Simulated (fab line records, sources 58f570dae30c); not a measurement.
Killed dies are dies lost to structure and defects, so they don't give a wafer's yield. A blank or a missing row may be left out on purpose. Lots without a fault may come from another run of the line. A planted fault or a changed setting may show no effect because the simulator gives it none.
One fault seen from 2 desks | flow berkeley_cmos170 | each desk has only its own numbers; what lay behind them comes last

THE TOOL OWNER'S DESK: pecvd-04
The tool's own readings at UCB170_V2_CVD_00 (deposits SiO2 from TEOS/O2, target thk 2000 nm, time 250 s): means of the sampled wafers that have a number, for each lot that ran on this tool. A lot is out of limits, marked OUT, if its mean lies more than 4 standard deviations from the usual mean; the brackets give that distance.
Columns: A = heater_power_w at UCB170_V2_CVD_00, usual 278 W; B = rf_fwd_power_W at UCB170_V2_CVD_00, usual 548.4 W; C = susceptor_temp_C at UCB170_V2_CVD_00, usual 390.00 C
lot  | first seen here | A   | B     | C
L701 | day 9 06:42     | 266 | 546.4 | 389.98
L704 | day 9 12:45     | 286 | 547.8 | 389.88
L706 | day 9 19:53     | 271 | 546.9 | 390.14
L709 | day 10 12:54    | 246 | 548.1 | 389.93
L713 | day 11 15:04    | 256 | 547.9 | 390.25
This desk's finding: nothing out of limits on any of the 5 lots.

THE METROLOGY DESK
What the gauges read, lot by lot, whatever tool the lot ran on: means of the sampled wafers that have a number. A lot is out of limits, marked OUT, if its mean lies more than 4 standard deviations from the usual mean; the brackets give that distance.
Columns: A = SILICIDE_TI_RS at UCB170_SILICIDE_RS_MEAS_02, usual 26.26 ohm/sq; B = SILICIDE_TI_THK at UCB170_SILICIDE_THK_MEAS_03, usual 29.56 nm; C = cd_nm at UCB170_V1_CD_MEAS_12, usual 700.3 nm; D = V2_TEOS_THK at UCB170_V2_THK_MEAS_01, usual 2001 nm
lot  | first seen here | A     | B     | C     | D
L699 | day 7 13:56     | 26.01 | 29.88 | 700.9 | 2022
L700 | day 7 14:14     | 26.27 | 29.47 | 698.9 | 2021
L698 | day 7 14:38     | 26.19 | 29.73 | 697.7 | 1993
L701 | day 8 14:10     | 26.28 | 29.50 | 698.1 | 1983
L702 | day 8 14:24     | 26.92 | 29.17 | 698.9 | 2015
L703 | day 8 14:36     | 26.28 | 29.42 | 700.0 | 2027
L705 | day 8 18:31     | 26.22 | 29.70 | 701.7 | 2006
L704 | day 8 18:52     | 25.80 | 30.15 | 701.0 | 1995
L706 | day 9 00:26     | 26.27 | 29.73 | 701.1 | 1990
L708 | day 9 19:25     | 26.58 | 29.32 | 700.7 | 2008
L709 | day 9 19:35     | 26.07 | 29.55 | 700.0 | 3702 (+74) OUT
L713 | day 10 17:44    | 26.26 | 29.39 | 700.2 | 3720 (+75) OUT
L717 | day 11 22:39    | 26.35 | 29.49 | 699.0 | 1989
L718 | day 12 10:34    | 26.67 | 29.14 | 700.0 | 1986
This desk's finding: out of limits on L709, L713; first on L709, day 10 13:04 (V2_TEOS_THK at UCB170_V2_THK_MEAS_01). In limits: L699, L700, L698, L701, L702, L703, L705, L704, L706, L708, L717, L718.

PUT TOGETHER
The metrology desk could have raised an alarm at day 10 13:04, on L709, L713.
The tool owner's desk saw nothing out of limits.
The tool owner's desk has L709, L713 on record, within its limits.
Of the lots named, all ran UCB170_V2_CVD_00 on pecvd-04.

WHAT THE SIMULATOR HAD PUT IN
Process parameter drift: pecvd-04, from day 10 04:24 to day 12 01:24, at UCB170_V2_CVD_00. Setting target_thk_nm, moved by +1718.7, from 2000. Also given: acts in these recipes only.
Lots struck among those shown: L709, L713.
Hours from the fault's start to each desk's first reading out of limits: the metrology desk, 9.
